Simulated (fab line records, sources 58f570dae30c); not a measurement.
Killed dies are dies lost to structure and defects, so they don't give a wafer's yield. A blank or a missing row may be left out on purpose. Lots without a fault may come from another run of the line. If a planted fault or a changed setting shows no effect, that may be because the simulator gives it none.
Which tool is to blame?    flow berkeley_cmos170    at 1 step of a route of 331, 11 lots with 33 wafers sampled

== WHAT THE GAUGES SHOWED, per wafer ==
UCB170_GATE_THK_MEAS_02.
lot   measured      on             GATE_OXIDE_THK (nm)
L324  day 5 23:52   film_metro-04  6.69 6.60 6.63
L323  day 6 03:57   film_metro-04  6.35 6.45 6.46
L325  day 6 03:59   film_metro-03  6.47 6.45 6.40
L333  day 7 21:22   film_metro-03  8.53 8.47 8.48
L335  day 8 19:46   film_metro-03  8.48 8.44 8.47
L338  day 8 19:47   film_metro-01  6.68 6.51 6.60
L339  day 9 00:06   film_metro-04  6.56 6.56 6.42
L342  day 9 06:44   film_metro-01  6.66 6.53 6.51
L340  day 9 11:00   film_metro-01  6.53 6.41 6.62
L344  day 10 03:11  film_metro-01  6.60 6.65 6.63
L345  day 10 09:46  film_metro-04  6.45 6.46 6.39

== EACH LOT AND THE TOOL THAT RAN IT (in order: tool; ch and the chambers of the sampled wafers; start) ==
Record: no process step prior to these readings.

== THE ANSWER, worked out from the rows above alone ==
Rule: the usual values come from the lots themselves. Put in order of their means at a reading, lots are off if they are a third of the lots or fewer, leave a main group of 4 or more, and stand apart from it by a gap of 3 or more times the standard deviation of the main group's means; of several such gaps the widest counts. A main group is skipped when, at the precision printed for the reading in the tables above, its means are all equal. Also off: a lot with no number at a reading for which 4 or more lots have one. All remaining lots with rows at the step are treated as sound.
Off: L333, L335, at UCB170_GATE_THK_MEAS_02 (GATE_OXIDE_THK). Mean 6.53 nm and standard deviation 0.08 in the main group.
If a tool, at a process step before that reading, ran all the lots that are off and no sound lot after the first of them, it fits. The gauges at UCB170_GATE_THK_MEAS_02 are tried like those tools. One candidate fits, namely film_metro-03 at UCB170_GATE_THK_MEAS_02. A fault onset in the window from L325 (day 6 03:59, its last sound lot) to L333 (day 7 21:22, its first lot off) fits.

== WHAT THE SIMULATOR HAD INSERTED ==
Metrology matching offset: film_metro-03, from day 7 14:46 on, at UCB170_GATE_THK_MEAS_02. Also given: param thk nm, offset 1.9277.
Struck lots among those shown: L333, L335. Same finding as the rule above.
